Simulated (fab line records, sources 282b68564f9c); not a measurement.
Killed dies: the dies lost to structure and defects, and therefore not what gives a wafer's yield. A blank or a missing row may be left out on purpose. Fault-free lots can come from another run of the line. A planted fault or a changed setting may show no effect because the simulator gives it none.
Split-lot experiment ; flow rit_cmos ; 5 lots, 23 wafers read, on a route of 202 steps

ON THE SPLIT
At RIT_PRETRO_IMPLANT_08, the setting dose_cm2 was moved away from the recipe's 1.2e+13 on 6 of the 23 wafers read, by -6.8% to +3.8%. For the rest of the wafers, this setting stayed at what the recipe calls for.

FROM SPLIT TO READING: 1 step shown by the file between the two
- RIT_PRETRO_STRIP_09: strips in O2, time 180 s

THE READING
PRETRO_TW, at RIT_PRETRO_TW_MEAS_10. A value of 479 with a standard deviation of 3.3 is what fault-free wafers of this fab line usually give.

wafer;tool, chamber at the split;dose_cm2 as run;against the recipe;PRETRO_TW;against lot-mates on the recipe
L074.1;implanter-04, 0;1.2e+13;recipe;482;-
L074.4;implanter-04, 0;1.2e+13;recipe;481;-
L074.5;implanter-04, 0;1.2e+13;recipe;480;-
L076.1;implanter-03, 0;1.2e+13;recipe;478;-
L076.2;implanter-03, 0;1.2e+13;recipe;479;-
L076.4;implanter-03, 0;1.245e+13;+3.8%;482;+4
L076.5;implanter-03, 0;1.245e+13;+3.8%;480;+2
L076.6;implanter-03, 0;1.2e+13;recipe;477;-
L077.1;implanter-03, 0;1.2e+13;recipe;482;-
L077.2;implanter-03, 0;1.2e+13;recipe;484;-
L077.3;implanter-03, 0;1.2e+13;recipe;482;-
L077.4;implanter-03, 0;1.2e+13;recipe;485;-
L077.5;implanter-03, 0;1.2e+13;recipe;481;-
L079.1;implanter-03, 0;1.2e+13;recipe;475;-
L079.3;implanter-03, 0;1.2e+13;recipe;476;-
L079.4;implanter-03, 0;1.2e+13;recipe;474;-
L079.5;implanter-03, 0;1.118e+13;-6.8%;464;-11
L079.6;implanter-03, 0;1.118e+13;-6.8%;466;-9
L083.1;implanter-04, 0;1.2e+13;recipe;480;-
L083.2;implanter-04, 0;1.14e+13;-5.0%;475;-7
L083.3;implanter-04, 0;1.14e+13;-5.0%;475;-7
L083.4;implanter-04, 0;1.2e+13;recipe;482;-
L083.5;implanter-04, 0;1.2e+13;recipe;484;-

THE FIT
A straight line over all 23 wafers: PRETRO_TW changes by +1.48 for each +1% of dose_cm2; r = +0.76; the points scatter about the line by 3.5.
The same after taking each lot's own level away (the mean of its wafers on the recipe; 23 wafers): +1.31 for each +1%; r = +0.94; scatter 1.3.
That fit puts the effect of the largest move of dose_cm2 on the reading at 8.9.
Measured against the standard deviation above, the lots' own levels, which go from 475.0 to 482.8, span 2.4 times it.
So the lot-to-lot level blurs the effect unless lot-mates are compared.
Check: -8.56 against its lot-mates is what the line predicts for one of the wafers moved furthest among these (-6.8%) when that wafer is left out of the fit. It came out at -11 against them.

THE OTHER SPLITS THESE WAFERS WENT THROUGH
These wafers also went through other splits before the reading. Each is held against what the fit with the lots' levels taken away leaves over:
other split on the same wafers;wafers away from the commonest value;r with PRETRO_TW (lot level and that fit taken away)
RIT_ACTIVE_COAT_06 resist_thk_nm;8;-0.04
RIT_ACTIVE_EXPOSE_08 dose_mj;8;+0.18
RIT_ACTIVE_STRIP_14 pressure_mtorr;15;-0.10
RIT_NWELL_IMPLANT_08 energy_kev;7;+0.19
RIT_PWELL_COAT_01 spin_rpm;5;-0.23
RIT_NRETRO_IMPLANT_08 dose_cm2;6;+0.08

FILE'S OWN FIT
PRETRO_TW changes by +1.33 for each +1% of dose_cm2, r = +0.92.
